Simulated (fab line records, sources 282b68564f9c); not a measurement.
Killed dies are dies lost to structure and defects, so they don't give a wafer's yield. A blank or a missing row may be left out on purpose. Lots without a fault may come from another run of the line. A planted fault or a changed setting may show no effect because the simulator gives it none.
Which tool did it? | flow rit_cmos | 14 lots, 42 wafers sampled, at 2 steps of a route of 202

WHAT THE GAUGES READ, wafer by wafer
The record holds no reading of a measuring or inspecting step that can be judged against a usual standard deviation.

WHICH TOOL RAN EACH LOT (tool, then ch and the chambers of the sampled wafers, then the start)
lot  | RIT_M1_STRIP_14                     | RIT_M1_PROBE_99
L974 | plasma_asher-02 ch 0,1, day 3 22:38 | -
L975 | plasma_asher-03 ch 0,1, day 4 01:03 | -
L976 | plasma_asher-02 ch 0,1, day 4 01:30 | -
L977 | plasma_asher-02 ch 0,1, day 4 05:46 | -
L983 | plasma_asher-03 ch 0,1, day 5 06:59 | prober-02, day 5 09:04
L982 | plasma_asher-02 ch 0,1, day 5 11:16 | prober-01, day 5 13:11
L986 | plasma_asher-03 ch 0,1, day 6 02:43 | prober-02, day 6 04:38
L987 | plasma_asher-02 ch 0,1, day 6 06:54 | prober-01, day 6 08:51
L988 | plasma_asher-01 ch 0,1, day 6 13:23 | -
L990 | plasma_asher-02 ch 0,1, day 7 00:47 | -
L991 | plasma_asher-01 ch 0, day 7 03:16   | -
L992 | plasma_asher-02 ch 0,1, day 7 10:11 | -
L995 | plasma_asher-01 ch 0,1, day 7 22:13 | -
L996 | plasma_asher-02 ch 0,1, day 8 03:05 | -
- RIT_M1_STRIP_14: strips in O2, time 180 s.
- RIT_M1_PROBE_99

WHAT THE TOOLS THEMSELVES READ (means of the sampled wafers that have a number; where no wafer has one, the mark that the record gives instead)
RIT_M1_STRIP_14.
lot  | tool            | drypump_motor_current_A (A)
L974 | plasma_asher-02 | 6.4
L975 | plasma_asher-03 | 5.2
L976 | plasma_asher-02 | 6.4
L977 | plasma_asher-02 | 6.4
L983 | plasma_asher-03 | 5.2
L982 | plasma_asher-02 | 6.4
L986 | plasma_asher-03 | 5.2
L987 | plasma_asher-02 | 6.4
L988 | plasma_asher-01 | 5.9
L990 | plasma_asher-02 | 6.4
L991 | plasma_asher-01 | 6.0
L992 | plasma_asher-02 | 6.4
L995 | plasma_asher-01 | 5.8
L996 | plasma_asher-02 | 6.4

RIT_M1_PROBE_99.
lot  | tool      | defect_limited_yield (%) | killed_at_contacts | killed_at_front_end | killed_dies | killed_on_rim | killed_open | killed_short | sort_bin_3_pad_short (%) | sort_bin_5_function (%) | sort_bin_6_memory (%) | sort_n_pass | sort_yield_pct (%)
L983 | prober-02 | 95.4                     | 0.0                | 7.7                 | 12.0        | 4.3           | 3.3         | 4.3          | 0.4                      | 2.0                     | 2.1                   | 252.0       | 95.4
L982 | prober-01 | 98.3                     | 0.0                | 4.3                 | 4.3         | 1.0           | 1.3         | 2.7          | 0.1                      | 0.9                     | 0.6                   | 259.7       | 98.3
L986 | prober-02 | 96.8                     | 0.0                | 5.0                 | 8.3         | 3.0           | 2.3         | 2.7          | 0.4                      | 2.1                     | 0.6                   | 255.7       | 96.8
L987 | prober-01 | 97.5                     | 0.0                | 6.7                 | 6.7         | 2.3           | 2.0         | 4.7          | 0.3                      | 1.3                     | 1.0                   | 257.3       | 97.5

THE ANSWER, worked out from the rows above alone
Rule: what is usual is taken from the lots themselves. Put in order of their means at a reading, lots are off if they are a third of the lots or fewer, leave a main group of 4 or more, and stand apart from it by a gap of 3 or more times the standard deviation of the main group's means; of several such gaps the widest counts. A main group whose means are all the same, to the digits that the tables above print for the reading, isn't used. A lot without any number at a reading at which 4 lots or more have one is off too. The other lots that the step has rows for count as sound. The gauges are gone through in route order, then the tools' own readings, and for those a lot's mean is taken as printed above. The first step at which some lot is off is used, and at that step the reading that is off furthest; a lot without a number counts as furthest.
No lot is off at any reading shown: from this, nothing can be told.

WHAT THE SIMULATOR HAD PUT IN
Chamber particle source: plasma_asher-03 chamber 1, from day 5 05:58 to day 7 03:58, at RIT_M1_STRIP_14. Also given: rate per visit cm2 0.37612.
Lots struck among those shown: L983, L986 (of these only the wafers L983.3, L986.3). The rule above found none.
